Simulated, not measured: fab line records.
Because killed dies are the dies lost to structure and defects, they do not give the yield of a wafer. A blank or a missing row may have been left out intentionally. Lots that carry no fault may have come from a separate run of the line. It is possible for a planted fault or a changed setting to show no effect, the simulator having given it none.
Which tool did it?	flow rit-cmos	Sampling: 14 lots, 42 wafers, 4 of 202 route steps

== WHAT EACH GAUGE READ, for each wafer ==
RIT_ACTIVE_THK_MEAS_02. Usual: ACTIVE_OXIDE_THK 47.0 nm, standard deviation 0.8.
lot	measured	on	ACTIVE_OXIDE_THK (nm)	flag
L660	day 1 12:22	film-metro-02	46.2 46.8 46.5	
L663	day 2 04:26	film-metro-02	48.0 47.5 48.3	
L664	day 2 10:04	film-metro-02	46.2 46.2 47.3	
L666	day 2 19:49	film-metro-02	47.9 47.5 48.7	
L667	day 3 02:56	film-metro-02	47.5 47.3 46.5	
L668	day 3 05:05	film-metro-01	46.4 45.1 46.1	
L670	day 3 15:19	film-metro-01	47.2 47.1 47.0	
L671	day 3 20:02	film-metro-03	46.7 46.7 46.1	
L672	day 4 04:28	film-metro-03	47.1 47.3 47.3	
L673	day 4 07:43	film-metro-01	46.9 46.6 46.8	
L679	day 5 11:35	film-metro-01	46.9 46.7 47.2	
L680	day 5 17:07	film-metro-03	46.9 47.2 47.2	
L682	day 6 02:34	film-metro-03	46.5 46.5 47.4	
L683	day 6 07:17	film-metro-03	46.7 47.0 47.3	

RIT_SPACER_THK_MEAS_04. Usual: SPACER_NITRIDE_THK 249.3 nm, standard deviation 2.9.
lot	measured	on	SPACER_NITRIDE_THK (nm)	flag
L660	day 3 06:26	film-metro-02	250.2 252.2 251.1	
L663	day 3 23:39	film-metro-04	247.6 249.4 249.1	
L664	day 4 09:32	film-metro-01	252.3 251.1 250.9	
L666	day 4 17:24	film-metro-04	246.8 249.3 250.6	
L667	day 4 21:17	film-metro-04	250.3 251.4 251.9	
L668	day 4 22:44	film-metro-01	248.9 248.0 246.3	
L670	day 5 10:48	film-metro-01	249.9 249.4 247.9	
L671	day 5 14:59	film-metro-01	249.8 251.1 249.8	
L672	day 5 20:29	film-metro-01	249.1 251.2 250.0	
L673	day 6 01:02	film-metro-04	244.3 245.9 245.0	
L679	day 7 03:07	film-metro-04	246.4 243.8 246.8	
L680	day 7 05:06	film-metro-01	247.3 249.4 247.6	
L682	day 7 18:49	film-metro-04	245.5 245.5 246.1	
L683	day 8 00:27	film-metro-04	242.6 243.7 242.3	

RIT_NSD_OVL_MEAS_06. Usual: NSD_OVL 0.8 nm, standard deviation 1.3.
lot	measured	on	NSD_OVL (nm)	flag
L660	day 3 07:29	overlay-02	0.6 0.6 0.7	
L663	day 4 00:49	overlay-01	-0.5 1.8 0.4	
L664	day 4 10:43	overlay-01	0.3 0.2 -0.3	
L666	day 4 18:38	overlay-02	1.1 3.7 1.5	
L667	day 4 22:28	overlay-01	2.1 2.7 2.8	
L668	day 5 00:14	overlay-01	3.3 2.5 3.2	
L670	day 5 11:52	overlay-01	1.2 0.4 -1.0	
L671	day 5 16:08	overlay-02	0.3 0.3 -1.8	
L672	day 5 21:43	overlay-01	-0.5 -0.7 0.0	
L673	day 6 02:06	overlay-02	2.8 2.2 1.5	
L679	day 7 04:10	overlay-02	-1.4 0.0 0.1	
L680	day 7 06:09	overlay-02	-0.1 0.0 -1.9	
L682	day 7 19:52	overlay-01	1.7 0.8 1.1	
L683	day 8 01:38	overlay-02	1.8 0.6 1.6	

== WHICH TOOL RAN EACH LOT (tool, then ch and the chambers of the sampled wafers, then the start) ==
lot	RIT_NRETRO_SOFTBAKE_02
L660	litho-track-01 ch 0, day 2 05:04
L663	litho-track-01 ch 0, day 3 03:46
L664	litho-track-04 ch 0, day 3 09:53
L666	litho-track-02 ch 0, day 3 17:57
L667	litho-track-01 ch 0, day 3 23:34
L668	litho-track-04 ch 0, day 4 02:45
L670	litho-track-02 ch 0, day 4 15:46
L671	litho-track-04 ch 0, day 4 18:55
L672	litho-track-04 ch 0, day 4 23:22
L673	litho-track-01 ch 0, day 5 04:22
L679	litho-track-02 ch 0, day 6 05:56
L680	litho-track-04 ch 0, day 6 10:26
L682	litho-track-02 ch 0, day 6 20:39
L683	litho-track-04 ch 0, day 7 03:09
- RIT_NRETRO_SOFTBAKE_02: time 60 s.

== WHAT THE TOOLS THEMSELVES READ (means of the sampled wafers that have a number; where no wafer has one, the mark that the record gives instead) ==
RIT_NRETRO_SOFTBAKE_02. Usual: exhaust-pa 45.0 Pa, standard deviation 0.88; heater-power-total-W 34.56 W, standard deviation 0.051; plate-temp-C 90.00 C, standard deviation 0.12.
lot	tool	exhaust-pa (Pa)	heater-power-total-W (W)	plate-temp-C (C)	flag
L660	litho-track-01	45.8	34.58	90.10	
L663	litho-track-01	43.9	34.58	90.14	
L664	litho-track-04	45.3	34.58	89.91	
L666	litho-track-02	45.4	34.52	89.86	
L667	litho-track-01	44.3	34.59	90.01	
L668	litho-track-04	45.6	34.57	90.05	
L670	litho-track-02	44.1	34.55	89.93	
L671	litho-track-04	44.7	34.55	90.06	
L672	litho-track-04	46.2	34.57	89.86	
L673	litho-track-01	44.9	34.53	90.05	
L679	litho-track-02	45.1	34.56	89.90	
L680	litho-track-04	45.6	33.13	87.35	OFF
L682	litho-track-02	45.7	34.57	90.07	
L683	litho-track-04	45.0	33.10	87.44	OFF

== THE ANSWER, worked out from the rows above alone ==
Rule: a lot is off if the mean of its wafers that have a number lies more than 3 standard deviations from the usual mean. A lot without any number at a reading at which 4 lots or more have one is off too. The other lots that the step has rows for count as sound. Order of review: gauges by route order, followed by the tools' own readings, for which a lot's mean as printed above is used. The first step at which some lot is off is used, and at that step the reading that is off furthest; a lot without a number counts as furthest.
Off: L680, L683, at RIT_NRETRO_SOFTBAKE_02 (heater-power-total-W).
A tool fits if, at that step or a process step before it, it ran every lot that is off, and no sound lot after the first of them. One fits: litho-track-04 at RIT_NRETRO_SOFTBAKE_02. A fault onset in the window from L672 (day 4 23:22, its last sound lot) to L680 (day 6 10:26, its first lot off) fits.
The tool's own readings at RIT_NRETRO_SOFTBAKE_02 bear it out: on the lots that are off they differ by more than 5 times the standard deviation of the sound lots' means. heater-power-total-W reads 33.12 W there against 34.56 W on the sound lots; plate-temp-C reads 87.39 C there against 90.00 C on the sound lots.

== WHAT THE SIMULATOR PUT IN ==
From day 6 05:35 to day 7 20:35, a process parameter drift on litho-track-04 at RIT_NRETRO_SOFTBAKE_02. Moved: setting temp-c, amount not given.
Shown lots that were struck: L680, L683. The rule given above showed the same thing.
